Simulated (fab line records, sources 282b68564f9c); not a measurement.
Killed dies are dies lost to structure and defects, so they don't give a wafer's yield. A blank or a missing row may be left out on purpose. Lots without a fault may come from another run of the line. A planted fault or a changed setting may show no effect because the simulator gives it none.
A struck lot beside a sound one | flow rit_cmos | 45 steps out of a route of 202
Sound: wafers L297.1, L297.4, L297.5. Struck: wafers L304.4, L304.5, L304.6. The cause comes at the end.
At each step with rows: each side's tool, then ch and its chambers, then its first start. Under that, the readings that differ: sound wafers | struck wafers | difference of the means | sigmas: that difference in standard deviations of wafers without a fault.
alike: readings whose means differ by less than 2 such deviations, and words and numbers that are the same on both sides. not compared: withheld readings, readings that some wafer has no value for, bounds like >300 that may hide the same value, and numbers for which the record gives no deviation and whose values overlap.
The two part at a step that has a row with sigmas, a row that says differs or no value, or rows on one side only. Numbers that don't overlap but have no deviation are shown without sigmas and don't part them. A reading that every wafer of one side lacks parts them only if that side has two wafers or more.

first, 1 step without rows for these wafers: RIT_ACTIVE_DEVELOP_10 (develop time 50 s).
RIT_ACTIVE_CD_MEAS_11: target cd 1400 nm.
  sound on cd_sem-01, day 3 02:37; struck on cd_sem-01, day 4 13:20
  alike: cd_nm
then, 1 step without rows for these wafers: RIT_ACTIVE_HARDBAKE_12 (time 60 s).
RIT_ACTIVE_ETCH_13: etches Si3N4 in SF6, stops on SiO2, time 210 s, target depth 210 nm.
  sound on rie_diel-02 ch 0,1,2, day 3 02:53; struck on rie_diel-03 ch 1,2, day 4 13:35
  alike: drypump_motor_current_A, oes_product_au, throttle_valve_pct
  not compared: rf_hours_counter_h
RIT_ACTIVE_STRIP_14: strips in O2, time 180 s.
  sound on plasma_asher-03 ch 0,1, day 3 03:01; struck on plasma_asher-01 ch 0,1, day 4 13:46
  alike: drypump_motor_current_A
  not compared: rf_hours_counter_h
RIT_ACTIVE_CD_MEAS_90: target cd 1400 nm.
  sound on cd_sem-02, day 3 03:11; struck on cd_sem-01, day 4 13:57
  alike: cd_nm
then, 4 steps without rows for these wafers: RIT_ACTIVE_CLEAN_15 (cleans in SC1, time 600 s); RIT_ACTIVE_CLEAN_16 (cleans in dHF, time 30 s); RIT_ACTIVE_CLEAN_17 (cleans in SC2, time 600 s); RIT_FOX1_OXIDATION_00 (target thk 350.7 nm, ox time 1130 s).
RIT_FOX1_THK_MEAS_01:
  sound on film_metro-04, day 3 05:22; struck on film_metro-02, day 4 15:43
  alike: FOX1_OXIDE_THK
then, 1 step without rows for these wafers: RIT_FOX1_WET_ETCH_02 (etches SiO2 in BOE, target depth 350 nm, time 390 s).
RIT_FOX2_OXIDATION_00: target thk 350.7 nm, ox time 1130 s.
  sound on furnace-01 ch 0, day 3 05:32; struck on furnace-01 ch 0, day 4 16:44
  reading                                     | sound                | struck               | difference | sigmas
  spike_tc_centre_C (C)                       | 1102.2 1101.7 1100.6 | 1158.5 1158.4 1160.5 | +57.6      | +38
  spike_tc_load_C (C)                         | 1131.0 1132.8 1131.8 | 1190.4 1191.2 1192.9 | +59.6      | +30
  spike_tc_source_C (C)                       | 1122.0 1121.9 1122.0 | 1180.6 1180.2 1181.0 | +58.6      | +28
  tube_center_temp_C (C)                      | 1100.1 1099.9 1100   | 1157.2 1157.2 1157.2 | +57.2      | +99 or more
  tube_center_temp_C_max                      | 1104.4 1102.3 1102.8 | 1159.6 1159.8 1159.9 | +56.6      | +99 or more
  zone_power_load_pct (%)                     | 43.8 44.5 44.0       | 49.9 49.7 48.7       | +5.3       | +4
  model.SiO2_of_FOX2_OXIDATION_00.thk_nm (nm) | 352.6 354.4 348.4    | 434.5 439.7 438.3    | +85.7      |
RIT_FOX2_THK_MEAS_01:
  sound on film_metro-04, day 3 06:52; struck on film_metro-04, day 4 18:04
  reading             | sound       | struck      | difference | sigmas
  FOX2_OXIDE_THK (nm) | 353 354 349 | 435 440 438 | +86        | +14
then, 2 steps without rows for these wafers: RIT_FOX2_CLEAN_02 (cleans in dHF, time 180 s); RIT_FOX2_WET_ETCH_03 (etches Si3N4 in H3PO4, target depth 195 nm, time 2700 s).
RIT_FOX2_THK_MEAS_90:
  sound on film_metro-01, day 3 07:44; struck on film_metro-04, day 4 18:57
  reading                     | sound       | struck      | difference | sigmas
  FIELD_OXIDE_LEFT_1_THK (nm) | 326 327 321 | 407 412 411 | +85        | +14
then, 6 steps without rows for these wafers: RIT_NWELL_HMDS_00 (prime time 60 s); RIT_NWELL_COAT_01 (resist thk 1300 nm); RIT_NWELL_SOFTBAKE_02 (time 60 s); RIT_NWELL_EXPOSE_03 (exposes mask M2, target cd 43900 nm); RIT_NWELL_PEB_04; RIT_NWELL_DEVELOP_05 (develop time 68 s).
RIT_NWELL_OVL_MEAS_06:
  sound on overlay-02, day 3 08:58; struck on overlay-02, day 4 19:53
  alike: NWELL_OVL
then, 2 steps without rows for these wafers: RIT_NWELL_HARDBAKE_07 (time 120 s); RIT_NWELL_IMPLANT_08.
RIT_NWELL_STRIP_09: strips in O2, time 180 s.
  sound on plasma_asher-02 ch 1, day 3 09:31; struck on plasma_asher-02 ch 0,1, day 4 20:22
  alike: drypump_motor_current_A
  not compared: rf_hours_counter_h
RIT_NWELL_TW_MEAS_10:
  sound on film_metro-04, day 3 09:42; struck on film_metro-02, day 4 20:30
  alike: NWELL_TW
then, 6 steps without rows for these wafers: RIT_PWELL_HMDS_00 (prime time 60 s); RIT_PWELL_COAT_01 (resist thk 1300 nm); RIT_PWELL_SOFTBAKE_02 (time 60 s); RIT_PWELL_EXPOSE_03 (exposes mask M3, target cd 43700 nm); RIT_PWELL_PEB_04; RIT_PWELL_DEVELOP_05 (develop time 68 s).
RIT_PWELL_OVL_MEAS_06:
  sound on overlay-01, day 3 10:46; struck on overlay-01, day 4 21:35
  alike: PWELL_OVL
then, 2 steps without rows for these wafers: RIT_PWELL_HARDBAKE_07 (time 120 s); RIT_PWELL_IMPLANT_08.
RIT_PWELL_STRIP_09: strips in O2, time 180 s.
  sound on plasma_asher-03 ch 0,1, day 3 11:12; struck on plasma_asher-04 ch 0,1, day 4 22:04
  alike: drypump_motor_current_A
  not compared: rf_hours_counter_h
RIT_PWELL_TW_MEAS_10:
  sound on film_metro-02, day 3 11:22; struck on film_metro-02, day 4 22:13
  alike: PWELL_TW
then, 1 step without rows for these wafers: RIT_WELLDRIVE_ANNEAL_00 (time 14700 s).
RIT_WELLDRIVE_RS_MEAS_01: measures by four-point-probe.
  sound on film_metro-04, day 3 16:31; struck on film_metro-04, day 5 03:23
  alike: NWELL_RS
RIT_WELLDRIVE_RS_MEAS_02: measures by four-point-probe.
  sound on film_metro-04, day 3 16:38; struck on film_metro-04, day 5 03:30
  reading           | sound             | struck            | difference | sigmas
  PWELL_RS (ohm/sq) | 428.6 429.0 428.3 | 430.1 431.5 431.2 | +2.3       | +2
RIT_FOX2_THK_MEAS_91:
  sound on film_metro-04, day 3 20:16; struck on film_metro-01, day 5 07:07
  reading                     | sound       | struck      | difference | sigmas
  FIELD_OXIDE_LEFT_2_THK (nm) | 258 259 254 | 339 344 343 | +85        | +14
RIT_SILICIDE_WET_ETCH_00: etches SiO2 in BOE, target depth 14 nm, time 15 s.
  sound on wet_bench-02 ch 1, day 4 15:31; struck on wet_bench-03 ch 0, day 6 01:16
  reading                                     | sound             | struck            | difference | sigmas
  model.SiO2_of_FOX2_OXIDATION_00.thk_nm (nm) | 152.2 154.1 148.2 | 234.9 239.7 237.7 | +85.9      |
RIT_M1_PROBE_99:
  sound on prober-02, day 4 23:14; struck on prober-02, day 6 08:20
  reading                             | sound             | struck            | difference | sigmas
  model.etest.pldd.width_nm (nm)      | 3166 3176 3162    | 3061 3030 3020    | -131       |
  model.etest.nldd.width_nm (nm)      | 3163 3164 3172    | 3055 3024 3030    | -130       |
  model.etest.pplus_sal.width_nm (nm) | 3444 3435 3431    | 3378 3357 3359    | -72        |
  model.etest.nplus_sal.width_nm (nm) | 3459 3428 3436    | 3364 3352 3373    | -78        |
  model.etest.pwell.rs_ohm_sq         | 417.5 421.1 413.8 | 448.9 458.9 460.1 | +38.5      |
  model.etest.nmos_narrow.drive_ua_um | 215 220 219.7     | 203.6 201.5 197.3 | -17.4      |
  model.etest.pmos_narrow.drive_ua_um | 98.57 99.08 98.22 | 92.42 90.97 88.96 | -7.84      |
  model.etest.field_n.vt_v (V)        | 35.2 35.4 34.67   | 44.7 45.12 45.03  | +9.9       |
  alike: killed_at_M0_to_M3, killed_at_contacts, killed_at_front_end, killed_dies, killed_open, killed_short

WHERE THEY PART
First at RIT_FOX2_OXIDATION_00; last, within this record, at RIT_FOX2_THK_MEAS_91. Later steps at which nothing parts them and some readings are alike: RIT_M1_PROBE_99.

WHY: what the simulator had put in
Process parameter drift: furnace-01, from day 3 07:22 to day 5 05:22, at RIT_FOX2_OXIDATION_00. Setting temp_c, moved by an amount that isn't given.
